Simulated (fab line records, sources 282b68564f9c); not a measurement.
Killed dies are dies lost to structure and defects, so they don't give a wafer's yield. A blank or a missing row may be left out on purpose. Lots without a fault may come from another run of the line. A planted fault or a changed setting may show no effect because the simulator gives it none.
A struck lot beside a sound one | flow rit_cmos | 15 steps out of a route of 202
Sound: wafers L338.1, L338.2, L338.5. Struck: wafer L343.3. (L343.1, L343.6 of the same lot were not struck and are left out.) The cause comes at the end.
At each step with rows: each side's tool, then ch and its chambers, then its first start. Under that, the readings that differ: sound wafers | struck wafers | difference of the means | sigmas: that difference in standard deviations of wafers without a fault.
alike: readings whose means differ by less than 2 such deviations, and words and numbers that are the same on both sides. not compared: withheld readings, readings that some wafer has no value for, bounds like >300 that may hide the same value, and numbers for which the record gives no deviation and whose values overlap.
The two part at a step that has a row with sigmas, a row that says differs or no value, or rows on one side only. Numbers that don't overlap but have no deviation are shown without sigmas and don't part them. A reading that every wafer of one side lacks parts them only if that side has two wafers or more.

first, 1 step without rows for these wafers: RIT_ACTIVE_OXIDATION_01 (target thk 46.8 nm, ox time 3360 s).
RIT_ACTIVE_THK_MEAS_02:
  sound on film_metro-01, day 1 12:03; struck on film_metro-04, day 2 13:14
  alike: ACTIVE_OXIDE_THK
then, 1 step without rows for these wafers: RIT_ACTIVE_CVD_03 (deposits Si3N4 from SiH2Cl2/NH3, target thk 150 nm, time 1500 s).
RIT_ACTIVE_THK_MEAS_04:
  sound on film_metro-01, day 1 13:32; struck on film_metro-04, day 2 14:43
  alike: ACTIVE_NITRIDE_THK
then, 6 steps without rows for these wafers: RIT_ACTIVE_HMDS_05 (prime time 60 s); RIT_ACTIVE_COAT_06 (resist thk 1000 nm); RIT_ACTIVE_SOFTBAKE_07 (time 60 s); RIT_ACTIVE_EXPOSE_08 (exposes mask M1, target cd 1400 nm); RIT_ACTIVE_PEB_09; RIT_ACTIVE_DEVELOP_10 (develop time 50 s).
RIT_ACTIVE_CD_MEAS_11: target cd 1400 nm.
  sound on cd_sem-02, day 1 14:26; struck on cd_sem-01, day 2 15:52
  alike: cd_nm
then, 1 step without rows for these wafers: RIT_ACTIVE_HARDBAKE_12 (time 60 s).
RIT_ACTIVE_ETCH_13: etches Si3N4 in SF6, stops on SiO2, time 210 s, target depth 210 nm.
  sound on rie_diel-01 ch 1,2,3, day 1 14:43; struck on rie_diel-02 ch 0, day 2 16:08
  reading                                     | sound                | struck | difference | sigmas
  chamber_pressure_mTorr (mTorr)              | 259.94 259.53 260.04 | 130.21 | -129.63    | -99 or more
  model.NOVOLAK_of_ACTIVE_COAT_06.thk_nm (nm) | 647.4 657.3 662      | 665.1  | +9.5       |
  alike: drypump_motor_current_A, oes_product_au, throttle_valve_pct
  not compared: rf_hours_counter_h
RIT_ACTIVE_STRIP_14: strips in O2, time 180 s.
  sound on plasma_asher-03 ch 0,1, day 1 14:50; struck on plasma_asher-04 ch 0, day 2 16:16
  alike: drypump_motor_current_A
  not compared: rf_hours_counter_h
RIT_M1_PROBE_99:
  sound on prober-02, day 3 08:13; struck on prober-01, day 4 09:19
  reading      | sound | struck | difference | sigmas
  killed_short | 6 8 9 | 2      | -6         | -2
  alike: killed_at_contacts, killed_at_front_end, killed_dies, killed_open

WHERE THEY PART
First at RIT_ACTIVE_ETCH_13; last, within this record, at RIT_M1_PROBE_99.

WHY: what the simulator had put in
Process parameter drift: rie_diel-02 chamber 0, from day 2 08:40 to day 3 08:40, at RIT_ACTIVE_ETCH_13. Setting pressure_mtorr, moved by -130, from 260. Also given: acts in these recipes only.
